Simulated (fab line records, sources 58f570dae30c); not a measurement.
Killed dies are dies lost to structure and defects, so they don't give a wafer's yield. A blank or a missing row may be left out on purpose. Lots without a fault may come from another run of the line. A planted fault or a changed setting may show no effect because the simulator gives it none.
Which tool did it? | flow berkeley_cmos170 | 14 lots, 42 wafers sampled, at 2 steps of a route of 331

WHAT THE GAUGES READ, wafer by wafer
UCB170_SDANNEAL_RS_MEAS_05: measures by four-point-probe.
lot  | measured     | on            | NLDD_RS (ohm/sq)
L537 | day 7 10:28  | film_metro-03 | 615.3 616.9 614.9
L536 | day 7 09:55  | film_metro-02 | 617.7 618.8 617.6
L539 | day 8 05:03  | film_metro-03 | 614.5 616.4 613.7
L541 | day 8 05:03  | film_metro-02 | 617.3 616.4 615.4
L540 | day 8 05:10  | film_metro-04 | 615.6 618.2 617.2
L538 | day 8 05:32  | film_metro-02 | 619.2 619.2 619.8
L543 | day 8 18:07  | film_metro-04 | 642.3 643.1 641.6
L542 | day 8 18:28  | film_metro-03 | 613.5 613.9 615.4
L547 | day 9 16:25  | film_metro-02 | 614.3 613.6 614.0
L549 | day 10 06:20 | film_metro-04 | 641.8 643.1 641.7
L553 | day 10 06:10 | film_metro-02 | 613.2 613.9 614.4
L554 | day 10 08:37 | film_metro-03 | 615.0 614.6 616.3
L552 | day 10 08:50 | film_metro-02 | 614.9 616.9 616.7
L558 | day 11 21:11 | film_metro-02 | 618.0 618.2 616.1

WHICH TOOL RAN EACH LOT (tool, then ch and the chambers of the sampled wafers, then the start)
lot  | UCB170_NLDD_IMPLANT_09
L537 | implanter-01 ch 0, day 6 21:18
L536 | implanter-03 ch 0, day 6 21:31
L539 | implanter-01 ch 0, day 7 13:25
L541 | implanter-03 ch 0, day 7 13:47
L540 | implanter-02 ch 0, day 7 14:01
L538 | implanter-01 ch 0, day 7 14:23
L543 | implanter-01 ch 0, day 8 06:21
L542 | implanter-03 ch 0, day 8 06:30
L547 | implanter-02 ch 0, day 9 03:40
L549 | implanter-01 ch 0, day 9 19:27
L553 | implanter-03 ch 0, day 9 21:05
L554 | implanter-03 ch 0, day 9 22:29
L552 | implanter-02 ch 0, day 9 23:02
L558 | implanter-03 ch 0, day 11 10:07
- UCB170_NLDD_IMPLANT_09

WHAT THE TOOLS THEMSELVES READ (means of the sampled wafers that have a number; where no wafer has one, the mark that the record gives instead)
UCB170_NLDD_IMPLANT_09.
lot  | tool         | dose_ions_cm2 | faraday_current_uA | tilt_deg (degrees)
L537 | implanter-01 | 5e+13         | 159                | 6.996
L536 | implanter-03 | 5e+13         | 161                | 7.025
L539 | implanter-01 | 5e+13         | 158                | 7.008
L541 | implanter-03 | 5e+13         | 160                | 6.981
L540 | implanter-02 | 5e+13         | 158                | 7.018
L538 | implanter-01 | 5e+13         | 159                | 6.994
L543 | implanter-01 | 4e+13         | 137                | 6.978
L542 | implanter-03 | 5e+13         | 158                | 7.002
L547 | implanter-02 | 5e+13         | 159                | 6.991
L549 | implanter-01 | 4e+13         | 140                | 7.025
L553 | implanter-03 | 5e+13         | 159                | 7.002
L554 | implanter-03 | 5e+13         | 157                | 6.995
L552 | implanter-02 | 5e+13         | 159                | 6.997
L558 | implanter-03 | 5e+13         | 155                | 7.005

THE ANSWER, worked out from the rows above alone
Rule: what is usual is taken from the lots themselves. Put in order of their means at a reading, lots are off if they are a third of the lots or fewer, leave a main group of 4 or more, and stand apart from it by a gap of 3 or more times the standard deviation of the main group's means; of several such gaps the widest counts. A main group whose means are all the same, to the digits that the tables above print for the reading, isn't used. A lot without any number at a reading at which 4 lots or more have one is off too. The other lots that the step has rows for count as sound. The gauges are gone through in route order, then the tools' own readings, and for those a lot's mean is taken as printed above. The first step at which some lot is off is used, and at that step the reading that is off furthest; a lot without a number counts as furthest.
Off: L543, L549, at UCB170_SDANNEAL_RS_MEAS_05 (NLDD_RS). The main group: mean 616.0 ohm/sq, standard deviation 1.6.
A tool fits if, at a process step before that reading, it ran every lot that is off, and no sound lot after the first of them. The gauges at UCB170_SDANNEAL_RS_MEAS_05 aren't tried: what is off there is off at UCB170_NLDD_IMPLANT_09 too, on other tools, and a gauge's error can't cause that. One fits: implanter-01 at UCB170_NLDD_IMPLANT_09. Its last sound lot is L538 (day 7 14:23), its first lot that is off L543 (day 8 06:21): a fault that began between those two fits.
The tool's own readings at UCB170_NLDD_IMPLANT_09 bear it out: on the lots that are off they differ by more than 5 times the standard deviation of the sound lots' means. dose_ions_cm2 reads 4e+13 there against 5e+13 on the sound lots; faraday_current_uA reads 138 there against 158 on the sound lots.

WHAT THE SIMULATOR HAD PUT IN
Process parameter drift: implanter-01, from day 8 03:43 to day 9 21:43, at UCB170_NLDD_IMPLANT_09. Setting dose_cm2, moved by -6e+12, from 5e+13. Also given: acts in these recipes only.
Lots struck among those shown: L543, L549. The rule above found the same.
